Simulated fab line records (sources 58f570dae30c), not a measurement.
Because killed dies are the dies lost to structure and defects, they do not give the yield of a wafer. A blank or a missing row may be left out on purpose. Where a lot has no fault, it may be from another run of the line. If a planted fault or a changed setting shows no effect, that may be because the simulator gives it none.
Split-lot experiment / flow berkeley cmos170 / on a route of 331 steps: 5 lots, 23 wafers read

== ABOUT THE SPLIT ==
At UCB170_GATE_COAT_07 (resist thk 900 nm), the setting spin rpm was moved away from the recipe's 1500 rpm on 7 of the 23 wafers read, by -4.8% to +6.9%. This setting was run at the recipe's value on the other wafers.

The reading comes from the split's own step.

== THE READING ==
KrF_of_GATE_COAT_07.thk nm (the simulator's own value, which no gauge read), in nm, at UCB170_GATE_COAT_07 (resist thk 900 nm). The file gives no usual value for it. Here, 16 wafers ran the recipe; their average is 901.0 nm with a standard deviation of 3.1 nm.

wafer=L074.1; tool, chamber at the split=litho track-03, 0; spin rpm as run, rpm=1500; against the recipe=recipe; KrF_of_GATE_COAT_07.thk nm, nm=898.5; against lot-mates on the recipe=-
wafer=L074.3; tool, chamber at the split=litho track-03, 0; spin rpm as run, rpm=1500; against the recipe=recipe; KrF_of_GATE_COAT_07.thk nm, nm=898.8; against lot-mates on the recipe=-
wafer=L074.4; tool, chamber at the split=litho track-03, 0; spin rpm as run, rpm=1500; against the recipe=recipe; KrF_of_GATE_COAT_07.thk nm, nm=897.1; against lot-mates on the recipe=-
wafer=L074.5; tool, chamber at the split=litho track-03, 0; spin rpm as run, rpm=1500; against the recipe=recipe; KrF_of_GATE_COAT_07.thk nm, nm=900.5; against lot-mates on the recipe=-
wafer=L074.6; tool, chamber at the split=litho track-03, 0; spin rpm as run, rpm=1500; against the recipe=recipe; KrF_of_GATE_COAT_07.thk nm, nm=898.3; against lot-mates on the recipe=-
wafer=L080.2; tool, chamber at the split=litho track-03, 0; spin rpm as run, rpm=1428; against the recipe=-4.8%; KrF_of_GATE_COAT_07.thk nm, nm=924.6; against lot-mates on the recipe=+20.9
wafer=L080.3; tool, chamber at the split=litho track-03, 0; spin rpm as run, rpm=1428; against the recipe=-4.8%; KrF_of_GATE_COAT_07.thk nm, nm=925.2; against lot-mates on the recipe=+21.5
wafer=L080.4; tool, chamber at the split=litho track-03, 0; spin rpm as run, rpm=1500; against the recipe=recipe; KrF_of_GATE_COAT_07.thk nm, nm=903.6; against lot-mates on the recipe=-
wafer=L080.5; tool, chamber at the split=litho track-03, 0; spin rpm as run, rpm=1428; against the recipe=-4.8%; KrF_of_GATE_COAT_07.thk nm, nm=925.3; against lot-mates on the recipe=+21.6
wafer=L080.6; tool, chamber at the split=litho track-03, 0; spin rpm as run, rpm=1500; against the recipe=recipe; KrF_of_GATE_COAT_07.thk nm, nm=903.7; against lot-mates on the recipe=-
wafer=L084.1; tool, chamber at the split=litho track-03, 0; spin rpm as run, rpm=1500; against the recipe=recipe; KrF_of_GATE_COAT_07.thk nm, nm=897.2; against lot-mates on the recipe=-
wafer=L084.5; tool, chamber at the split=litho track-03, 0; spin rpm as run, rpm=1500; against the recipe=recipe; KrF_of_GATE_COAT_07.thk nm, nm=898.4; against lot-mates on the recipe=-
wafer=L084.6; tool, chamber at the split=litho track-03, 0; spin rpm as run, rpm=1500; against the recipe=recipe; KrF_of_GATE_COAT_07.thk nm, nm=896.4; against lot-mates on the recipe=-
wafer=L082.1; tool, chamber at the split=litho track-02, 0; spin rpm as run, rpm=1430; against the recipe=-4.7%; KrF_of_GATE_COAT_07.thk nm, nm=924.7; against lot-mates on the recipe=+21.8
wafer=L082.2; tool, chamber at the split=litho track-02, 0; spin rpm as run, rpm=1500; against the recipe=recipe; KrF_of_GATE_COAT_07.thk nm, nm=903.8; against lot-mates on the recipe=-
wafer=L082.4; tool, chamber at the split=litho track-02, 0; spin rpm as run, rpm=1430; against the recipe=-4.7%; KrF_of_GATE_COAT_07.thk nm, nm=925; against lot-mates on the recipe=+22.1
wafer=L082.5; tool, chamber at the split=litho track-02, 0; spin rpm as run, rpm=1500; against the recipe=recipe; KrF_of_GATE_COAT_07.thk nm, nm=903.2; against lot-mates on the recipe=-
wafer=L082.6; tool, chamber at the split=litho track-02, 0; spin rpm as run, rpm=1500; against the recipe=recipe; KrF_of_GATE_COAT_07.thk nm, nm=901.6; against lot-mates on the recipe=-
wafer=L081.2; tool, chamber at the split=litho track-03, 0; spin rpm as run, rpm=1500; against the recipe=recipe; KrF_of_GATE_COAT_07.thk nm, nm=903.3; against lot-mates on the recipe=-
wafer=L081.3; tool, chamber at the split=litho track-03, 0; spin rpm as run, rpm=1500; against the recipe=recipe; KrF_of_GATE_COAT_07.thk nm, nm=903.9; against lot-mates on the recipe=-
wafer=L081.4; tool, chamber at the split=litho track-03, 0; spin rpm as run, rpm=1603; against the recipe=+6.9%; KrF_of_GATE_COAT_07.thk nm, nm=875.1; against lot-mates on the recipe=-29.7
wafer=L081.5; tool, chamber at the split=litho track-03, 0; spin rpm as run, rpm=1500; against the recipe=recipe; KrF_of_GATE_COAT_07.thk nm, nm=907.2; against lot-mates on the recipe=-
wafer=L081.6; tool, chamber at the split=litho track-03, 0; spin rpm as run, rpm=1603; against the recipe=+6.9%; KrF_of_GATE_COAT_07.thk nm, nm=875.4; against lot-mates on the recipe=-29.4

THE FIT
A straight line over all 23 wafers: KrF_of_GATE_COAT_07.thk nm changes by -4.41 nm for each +1% of spin rpm; r = -0.97; the points scatter about the line by 3.2 nm.
The same after taking each lot's own level away (the mean of its wafers on the recipe; 23 wafers): -4.43 nm for each +1%; r = -1.00; scatter 1.1 nm.
On that fit, the largest move of spin rpm shifts the reading by 30 nm.
The lots' own levels span 897.33 to 904.80 nm, that is 2.4 times the standard deviation above.
Consequently the slope shifts little with the lot-to-lot level, the two slopes agreeing.
Check: -30.4 nm against its lot-mates is what the line predicts for one of the wafers moved furthest among these (+6.9%) when that wafer is left out of the fit. Against them it came out at -29.7 nm.

== ADDITIONAL SPLITS CARRIED BY THESE WAFERS ==
Other splits were also applied to these wafers ahead of the reading. Each is held against what the fit with the lots' levels taken away leaves over:
other split on the same wafers=UCB170_START_OXIDATION_02 temp c; wafers away from the commonest value=15; r with KrF_of_GATE_COAT_07.thk nm (lot level and that fit taken away)=-0.16
other split on the same wafers=UCB170_NWELL_COAT_07 resist thk nm; wafers away from the commonest value=7; r with KrF_of_GATE_COAT_07.thk nm (lot level and that fit taken away)=+0.30
other split on the same wafers=UCB170_NWELL_IMPLANT_14 energy kev; wafers away from the commonest value=11; r with KrF_of_GATE_COAT_07.thk nm (lot level and that fit taken away)=-0.03
other split on the same wafers=UCB170_ACTIVE_OXIDATION_02 ox time s; wafers away from the commonest value=18; r with KrF_of_GATE_COAT_07.thk nm (lot level and that fit taken away)=+0.09
other split on the same wafers=UCB170_ACTIVE_PEB_11 peb temp c; wafers away from the commonest value=7; r with KrF_of_GATE_COAT_07.thk nm (lot level and that fit taken away)=+0.07
other split on the same wafers=UCB170_SCREENOX_OXIDATION_01 temp c; wafers away from the commonest value=15; r with KrF_of_GATE_COAT_07.thk nm (lot level and that fit taken away)=+0.19
other split on the same wafers=UCB170_PVT_IMPLANT_07 dose cm2; wafers away from the commonest value=8; r with KrF_of_GATE_COAT_07.thk nm (lot level and that fit taken away)=+0.07

== THE FILE'S OWN FIT ==
KrF_of_GATE_COAT_07.thk nm changes by -4.44 nm for each +1% of spin rpm, r = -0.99.
